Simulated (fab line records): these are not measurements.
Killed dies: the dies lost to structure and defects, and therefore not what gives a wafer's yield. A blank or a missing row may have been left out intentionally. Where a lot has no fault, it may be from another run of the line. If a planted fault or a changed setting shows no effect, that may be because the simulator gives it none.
Split-lot experiment :: flow rit_cmos :: 12 wafers read across 4 lots, on a route 202 steps long

ON THE SPLIT
At RIT_NWELL_DEVELOP_05 (develop time 68 s), the setting develop_time_s was moved away from the recipe's 68 s on 3 of the 12 wafers read, by -11.8% to -7.8%. For the rest of the wafers, this setting stayed at what the recipe calls for.

FROM THE SPLIT TO THE READING: what the file shows between them, 19 steps
- RIT_NRETRO_IMPLANT_08 (also split here: energy_kev)
- RIT_NRETRO_STRIP_09: strips in O2, time 180 s
- RIT_NRETRO_TW_MEAS_10
- RIT_PRETRO_HARDBAKE_07: time 120 s (also split here: temp_c)
- RIT_PRETRO_IMPLANT_08 (also split here: dose_cm2)
- RIT_PRETRO_STRIP_09: strips in O2, time 180 s
- RIT_GATE_CLEAN_03: cleans in SC2, time 600 s
- RIT_GATE_CLEAN_04: cleans in dHF, time 60 s
- RIT_FOX2_THK_MEAS_91
- RIT_GATE_CVD_08: deposits poly-Si from SiH4, target thk 250 nm, time 2220 s (also split here: temp_c)
- RIT_GATE_THK_MEAS_09
- RIT_GATE_EXPOSE_13: exposes mask M6, target cd 150 nm (also split here: dose_mj)
- RIT_GATE_PEB_14
- RIT_GATE_DEVELOP_15: develop time 50 s
- RIT_GATE_CD_MEAS_16: target cd 150 nm
- RIT_GATE_HARDBAKE_18: time 60 s
- RIT_GATE_ETCH_19: etches poly-Si in SF6/CHF3/O2, stops on SiO2, time 165 s, target depth 312.5 nm
- RIT_GATE_STRIP_20: strips in O2, time 180 s
- RIT_GATE_CD_MEAS_90: target cd 150 nm

THE READING
etest.nmos_0p3.r_on_ohm_um (the simulator's own value, which no gauge read), at RIT_M1_PROBE_99. There is no usual value for it anywhere in the file. Here, 9 wafers ran the recipe; their average is 2372 with a standard deviation of 7.2e+02.

wafer: L074.1
tool, chamber at the split: litho_track-01, 0
develop_time_s as run, s: 68
against the recipe: recipe
etest.nmos_0p3.r_on_ohm_um: 2126
against lot-mates on the recipe: -

wafer: L074.2
tool, chamber at the split: litho_track-01, 0
develop_time_s as run, s: 68
against the recipe: recipe
etest.nmos_0p3.r_on_ohm_um: 2124
against lot-mates on the recipe: -

wafer: L074.5
tool, chamber at the split: litho_track-01, 0
develop_time_s as run, s: 68
against the recipe: recipe
etest.nmos_0p3.r_on_ohm_um: 2115
against lot-mates on the recipe: -

wafer: L075.2
tool, chamber at the split: litho_track-04, 0
develop_time_s as run, s: 59.99
against the recipe: -11.8%
etest.nmos_0p3.r_on_ohm_um: 2345
against lot-mates on the recipe: +56

wafer: L075.5
tool, chamber at the split: litho_track-04, 0
develop_time_s as run, s: 68
against the recipe: recipe
etest.nmos_0p3.r_on_ohm_um: 2294
against lot-mates on the recipe: -

wafer: L075.6
tool, chamber at the split: litho_track-04, 0
develop_time_s as run, s: 68
against the recipe: recipe
etest.nmos_0p3.r_on_ohm_um: 2285
against lot-mates on the recipe: -

wafer: L080.1
tool, chamber at the split: litho_track-02, 0
develop_time_s as run, s: 62.67
against the recipe: -7.8%
etest.nmos_0p3.r_on_ohm_um: 2068
against lot-mates on the recipe: +65

wafer: L080.2
tool, chamber at the split: litho_track-02, 0
develop_time_s as run, s: 68
against the recipe: recipe
etest.nmos_0p3.r_on_ohm_um: 1983
against lot-mates on the recipe: -

wafer: L080.4
tool, chamber at the split: litho_track-02, 0
develop_time_s as run, s: 68
against the recipe: recipe
etest.nmos_0p3.r_on_ohm_um: 2032
against lot-mates on the recipe: -

wafer: L080.5
tool, chamber at the split: litho_track-02, 0
develop_time_s as run, s: 62.67
against the recipe: -7.8%
etest.nmos_0p3.r_on_ohm_um: 2042
against lot-mates on the recipe: +39

wafer: L080.6
tool, chamber at the split: litho_track-02, 0
develop_time_s as run, s: 68
against the recipe: recipe
etest.nmos_0p3.r_on_ohm_um: 1994
against lot-mates on the recipe: -

wafer: L085.4
tool, chamber at the split: litho_track-04, 0
develop_time_s as run, s: 68
against the recipe: recipe
etest.nmos_0p3.r_on_ohm_um: 4391
against lot-mates on the recipe: -

THE FIT
A straight line over all 12 wafers: etest.nmos_0p3.r_on_ohm_um changes by +18.9 for each +1% of develop_time_s; r = +0.12; the points scatter about the line by 6.9e+02.
The same after taking each lot's own level away (the mean of its wafers on the recipe; 12 wafers): -5.55 for each +1%; r = -0.87; scatter 14.
According to that fit, moving develop_time_s by its largest amount changes the reading by 65.
The span of the lots' own levels, 2003.0 to 4391.0, comes to 3.3 times the standard deviation stated above.
So the lot-to-lot level blurs the effect unless lot-mates are compared.
Check: +78.1 against its lot-mates is what the line predicts for one of the wafers moved furthest among these (-11.8%) when that wafer is left out of the fit. It came out at +55.5 against them.

OTHER SPLITS ON THESE WAFERS
Other splits were also applied to these wafers ahead of the reading. Each is held against what the fit with the lots' levels taken away leaves over:
other split on the same wafers: RIT_ACTIVE_EXPOSE_08 dose_mj
wafers away from the commonest value: 5
r with etest.nmos_0p3.r_on_ohm_um (lot level and that fit taken away): +0.01

other split on the same wafers: RIT_ACTIVE_ETCH_13 pressure_mtorr
wafers away from the commonest value: 5
r with etest.nmos_0p3.r_on_ohm_um (lot level and that fit taken away): +0.18

other split on the same wafers: RIT_FOX2_OXIDATION_00 temp_c
wafers away from the commonest value: 7
r with etest.nmos_0p3.r_on_ohm_um (lot level and that fit taken away): +0.19

other split on the same wafers: RIT_NRETRO_IMPLANT_08 energy_kev
wafers away from the commonest value: 3
r with etest.nmos_0p3.r_on_ohm_um (lot level and that fit taken away): +0.76

other split on the same wafers: RIT_PRETRO_HARDBAKE_07 temp_c
wafers away from the commonest value: 1
r with etest.nmos_0p3.r_on_ohm_um (lot level and that fit taken away): +0.24

other split on the same wafers: RIT_PRETRO_IMPLANT_08 dose_cm2
wafers away from the commonest value: 3
r with etest.nmos_0p3.r_on_ohm_um (lot level and that fit taken away): +0.09

other split on the same wafers: RIT_GATE_CVD_08 temp_c
wafers away from the commonest value: 7
r with etest.nmos_0p3.r_on_ohm_um (lot level and that fit taken away): -0.10

other split on the same wafers: RIT_GATE_EXPOSE_13 dose_mj
wafers away from the commonest value: 5
r with etest.nmos_0p3.r_on_ohm_um (lot level and that fit taken away): -0.19

FILE'S OWN FIT
etest.nmos_0p3.r_on_ohm_um changes by -5.56 for each +1% of develop_time_s, r = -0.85.
